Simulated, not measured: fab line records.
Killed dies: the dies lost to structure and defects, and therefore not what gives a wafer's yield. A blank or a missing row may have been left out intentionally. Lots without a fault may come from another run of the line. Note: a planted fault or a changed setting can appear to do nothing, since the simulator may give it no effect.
Split-lot trial -- flow berkeley cmos170 -- 5 lots, 23 wafers read, on a route of 331 steps

## ON THE SPLIT
At UCB170_M3_COAT_10 (resist thk 900 nm), the setting spin rpm was moved away from the recipe's 1500 rpm on 6 of the 23 wafers read, by -4.7% to +3.7%. The other wafers ran this setting at the recipe's value.

The reading is taken at the split's own step.

## THE READING
KrF_of_M3_COAT_10.thk nm (the simulator's own value, which no gauge read), in nm, at UCB170_M3_COAT_10 (resist thk 900 nm). The file gives no usual value for it. The 17 wafers here that ran the recipe average 903.0 nm, standard deviation 2.9 nm.

wafer,"tool, chamber at the split","spin rpm as run, rpm",against the recipe,"KrF_of_M3_COAT_10.thk nm, nm",against lot-mates on the recipe
L077.2,"litho track-01, 0",1556,+3.7%,884.2,-17.1
L077.3,"litho track-01, 0",1556,+3.7%,884.3,-17.1
L077.4,"litho track-01, 0",1556,+3.7%,885.8,-15.6
L077.5,"litho track-01, 0",1500,recipe,902,-
L077.6,"litho track-01, 0",1500,recipe,900.7,-
L079.1,"litho track-01, 0",1500,recipe,906.4,-
L079.2,"litho track-01, 0",1500,recipe,903.7,-
L079.3,"litho track-01, 0",1500,recipe,904.9,-
L079.5,"litho track-01, 0",1500,recipe,904.5,-
L079.6,"litho track-01, 0",1500,recipe,907.1,-
L080.1,"litho track-01, 0",1500,recipe,900.7,-
L080.5,"litho track-01, 0",1500,recipe,906.1,-
L080.6,"litho track-01, 0",1500,recipe,905.5,-
L085.1,"litho track-04, 0",1429,-4.7%,927.9,+22.8
L085.2,"litho track-04, 0",1500,recipe,906.3,-
L085.4,"litho track-04, 0",1500,recipe,903.9,-
L085.5,"litho track-04, 0",1429,-4.7%,926.9,+21.8
L085.6,"litho track-04, 0",1429,-4.7%,926.3,+21.2
L083.1,"litho track-04, 0",1500,recipe,902.7,-
L083.2,"litho track-04, 0",1500,recipe,899.2,-
L083.4,"litho track-04, 0",1500,recipe,897.9,-
L083.5,"litho track-04, 0",1500,recipe,899.7,-
L083.6,"litho track-04, 0",1500,recipe,899.4,-

THE FIT
A straight line over all 23 wafers: KrF_of_M3_COAT_10.thk nm changes by -5 nm for each +1% of spin rpm; r = -0.97; the points scatter about the line by 2.6 nm.
The same after taking each lot's own level away (the mean of its wafers on the recipe; 23 wafers): -4.56 nm for each +1%; r = -0.99; scatter 1.5 nm.
According to that fit, moving spin rpm by its largest amount changes the reading by 22 nm.
Measured against the standard deviation above, the lots' own levels, which go from 899.78 to 905.32 nm, span 1.9 times it.
Consequently the slope shifts little with the lot-to-lot level, the two slopes agreeing.
Check: for one of the wafers moved furthest among these (-4.7%), held out of the fit, the line's prediction against its lot-mates is +21.3 nm. Against them it came out at +22.8 nm.

## FURTHER SPLITS ON THESE WAFERS
Other splits were also applied to these wafers ahead of the reading. Each is held against what the fit with the lots' levels taken away leaves over:
other split on the same wafers,wafers away from the commonest value,r with KrF_of_M3_COAT_10.thk nm (lot level and that fit taken away)
UCB170_M2_PEB_13 peb temp c,11,-0.16
UCB170_M2_METAL_ETCH_18 time s,9,-0.05
UCB170_M3_COAT_05 spin rpm,9,+0.00

## FILE'S OWN FIT
KrF_of_M3_COAT_10.thk nm changes by -4.57 nm for each +1% of spin rpm, r = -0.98.
